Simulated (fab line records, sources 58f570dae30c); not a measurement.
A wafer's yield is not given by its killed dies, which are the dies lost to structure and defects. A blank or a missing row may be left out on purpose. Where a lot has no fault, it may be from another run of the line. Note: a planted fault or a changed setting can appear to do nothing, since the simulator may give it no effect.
Which tool was responsible? -- flow berkeley-cmos170 -- Sampling: 7 lots, 21 wafers, 2 of 331 route steps

WHAT THE GAUGES READ, wafer by wafer
UCB170_ACTIVE_CD_MEAS_90: target cd 1200 nm.
lot,measured,on,cd-nm (nm)
L875,day 4 13:35,cd-sem-02,1199.8 1199.8 1198.6
L879,day 5 05:08,cd-sem-01,1201.2 1200.2 1201.1
L880,day 5 16:08,cd-sem-01,1200.1 1198.9 1198.6
L882,day 6 04:43,cd-sem-01,1201.1 1201.1 1201.9
L885,day 6 21:31,cd-sem-02,1198.7 1197.8 1197.6
L887,day 7 05:28,cd-sem-02,1199.5 1199.4 1198.9
L894,day 8 14:18,cd-sem-02,1200.9 1200.4 1199.1

WHAT TOOL EACH LOT RAN ON (gives the tool, then ch and the chambers of the sampled wafers, and finally the start)
lot,UCB170_ACTIVE_STRIP_16
L875,"plasma-asher-04 ch 0,1, day 4 13:28"
L879,"plasma-asher-01 ch 0,1, day 5 05:02"
L880,"plasma-asher-01 ch 0,1, day 5 16:01"
L882,"plasma-asher-04 ch 0,1, day 6 04:37"
L885,"plasma-asher-02 ch 0,1, day 6 21:11"
L887,"plasma-asher-01 ch 0,1, day 7 05:22"
L894,"plasma-asher-04 ch 0,1, day 8 14:12"
- UCB170_ACTIVE_STRIP_16: strips in O2.

THE ANSWER, worked out from the rows above alone
Rule: the lots themselves supply what counts as usual. Put in order of their means at a reading, lots are off if they are a third of the lots or fewer, leave a main group of 4 or more, and stand apart from it by a gap of 3 or more times the standard deviation of the main group's means; of several such gaps the widest counts. The tables above print the reading to a certain number of digits; a main group whose means all agree to those digits is not used. A lot without any number at a reading at which 4 lots or more have one is off too. Any other lot the step has rows for is counted as sound.
Across all readings shown, no lot is off: no conclusion can be drawn from this.

WHAT HAD BEEN PUT IN BY THE SIMULATOR
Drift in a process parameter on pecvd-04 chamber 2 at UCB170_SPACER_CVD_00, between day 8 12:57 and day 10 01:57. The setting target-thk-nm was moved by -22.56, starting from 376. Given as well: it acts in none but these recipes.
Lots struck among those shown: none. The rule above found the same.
